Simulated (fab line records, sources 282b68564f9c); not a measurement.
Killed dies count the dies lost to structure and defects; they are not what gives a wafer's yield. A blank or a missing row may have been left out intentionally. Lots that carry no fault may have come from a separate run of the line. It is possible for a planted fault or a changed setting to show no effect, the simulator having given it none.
Chamber matching    flow ritCmos    4 sister chambers for RIT_SPACER_ETCHBACK_05 on rieDiel-02
The step etches Si3N4 in SF6/CHF3, stops on SiO2, target depth 250 nm, time 240 s. 4 wafers are shown with their chamber, then 9 later ones without.

## WAFERS PAIRED WITH THEIR CHAMBERS
wafer   chamber  drypumpMotorCurrentA (A)
L793.1  1        6.5
L798.1  3        6.0
L798.2  0        5.8
L798.4  2        5.5

## WAFERS WITH NO CHAMBER GIVEN
wafer   drypumpMotorCurrentA (A)
L799.1  5.8
L799.4  6.5
L799.5  6.0
L802.2  6.5
L802.4  6.0
L802.5  5.6
L804.3  6.5
L804.5  6.0
L804.6  5.5

## THE CHAMBER EACH PASSED THROUGH
wafer   from the rows above  in truth
L799.1  0                    0
L799.4  1                    1
L799.5  3                    3
L802.2  1                    1
L802.4  3                    3
L802.5  2                    2
L804.3  1                    1
L804.5  3                    3
L804.6  2                    2
Correct placement for 9 of the 9. Can't be placed from these rows: 0. 0 placed wrongly.
How it was worked out, from the rows above alone: a wafer's distance from a chamber is the root of the sum, over the readings, of the square of ((its reading less the chamber's mean) divided by the reading's scatter). The wafer belongs to the nearest chamber; if the next one is less than 2 further off, it can't be placed. For every chamber, the mean is computed from those of its wafers that are shown. The scatter: with one shown wafer a chamber, the root of the mean of the squares of how far each hidden wafer lies from its nearest shown one.
